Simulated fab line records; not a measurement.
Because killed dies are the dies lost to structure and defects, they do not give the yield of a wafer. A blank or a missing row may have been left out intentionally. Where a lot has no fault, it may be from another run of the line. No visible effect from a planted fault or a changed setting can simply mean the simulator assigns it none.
A struck lot beside a sound one / flow rit-cmos / 15 out of 202 route steps
Sound: wafers L929.1, L929.3, L929.6. Struck: wafers L941.1, L941.4, L941.6. At the end, the cause is stated.
Order at every step that has rows: each side's tool, ch and its chambers, its first start. Under that, the readings that differ: sound wafers / struck wafers / difference of the means / sigmas: that difference in standard deviations of wafers without a fault.
alike: words and numbers the same on both sides, and readings whose means are apart by under 2 such deviations; not compared: readings that were withheld, readings missing a value for some wafer, numbers with overlapping values and no deviation given by the record, and bounds like >300 which may hide the same value.
Wherever a step has rows on one side only, a row that says differs or no value, or a row with sigmas, the two part there. When numbers do not overlap yet have no deviation, they are printed without sigmas and do not part them. A reading missing from all wafers of one side parts the sides only when that side holds two or more wafers.

RIT_SDANNEAL_RS_MEAS_07: measures by four-point-probe.
  sound on film-metro-04 at day 3 12:37; struck on film-metro-01 at day 6 10:31
  alike: NLDD_RS
then, 1 step without rows for these wafers: RIT_SILICIDE_WET_ETCH_00 (etches SiO2 in BOE, target depth 14 nm, time 15 s).
RIT_SILICIDE_SPUTTER_01: material Ti, target thk 30 nm, time 240 s.
  sound on pvd-sputter-02 at day 3 12:44; struck on pvd-sputter-02 at day 6 10:38
  alike: throttle-valve-pct
RIT_SILICIDE_RS_MEAS_02: measures by four-point-probe.
  sound on film-metro-03 at day 3 12:53; struck on film-metro-02 at day 6 10:50
  alike: SILICIDE_TI_RS
RIT_SILICIDE_THK_MEAS_03: measures by xrf.
  sound on film-metro-03 at day 3 13:01; struck on film-metro-02 at day 6 10:57
  alike: SILICIDE_TI_THK
RIT_SILICIDE_RTA_04: time 10 s, ramp up 5 s, ramp down 5 s.
  sound on rtp-anneal-01 ch 0, day 3 13:04; struck on rtp-anneal-01 ch 0, day 6 11:01
  alike: anneal-temp-c-max, wafer_temp_C_max
then, 1 step without rows for these wafers: RIT_SILICIDE_WET_ETCH_05 (etches Ti in SPM, time 120 s).
RIT_SILICIDE_RTA_06: time 10 s, ramp up 5 s, ramp down 10 s.
  sound on rtp-anneal-02 ch 0, day 3 13:11; struck on rtp-anneal-02 ch 0, day 6 11:07
  alike: anneal-temp-c-max, wafer_temp_C_max
RIT_CONTACT_CVD_00: deposits SiO2 from TEOS, target thk 400 nm, time 61 s.
  sound on pecvd-03 ch 0,1,2, day 3 13:14; struck on pecvd-03 ch 1,2, day 6 11:11
  alike: heater-power-w
RIT_CONTACT_THK_MEAS_01:
  sound on film-metro-01 at day 3 13:17; struck on film-metro-01 at day 6 11:14
reading=CONTACT_TEOS_THK (nm); sound=392 395 398; struck=401 408 412; difference=+12; sigmas=+2
then, 2 steps without rows for these wafers: RIT_CONTACT_HMDS_02 (prime time 60 s); RIT_CONTACT_COAT_03 (resist thk 1000 nm).
RIT_CONTACT_SOFTBAKE_04: time 60 s.
  sound on litho-track-01 ch 0, day 3 13:39; struck on litho-track-03 ch 0, day 6 11:44
reading=heater-power-total-W (W); sound=34.57 34.63 34.54; struck=35.41 35.38 35.44; difference=+0.83; sigmas=+17
reading=plate-temp-C (C); sound=90.06 90.21 89.93; struck=91.62 91.43 91.46; difference=+1.44; sigmas=+12
then, 1 step without rows for these wafers: RIT_CONTACT_EXPOSE_05 (exposes mask M11, target cd 1000 nm).
RIT_M1_PROBE_99:
  sound on prober-02 at day 3 19:38; struck on prober-02 at day 6 17:34
  alike: killed-at-contacts, killed-at-front-end, killed-dies, killed-on-rim, killed-open, killed-short

== WHERE THEY PART ==
First at RIT_CONTACT_THK_MEAS_01; last, within this record, at RIT_CONTACT_SOFTBAKE_04. Later steps at which nothing parts them and some readings are alike: RIT_M1_PROBE_99.

WHY: what had been put in by the simulator
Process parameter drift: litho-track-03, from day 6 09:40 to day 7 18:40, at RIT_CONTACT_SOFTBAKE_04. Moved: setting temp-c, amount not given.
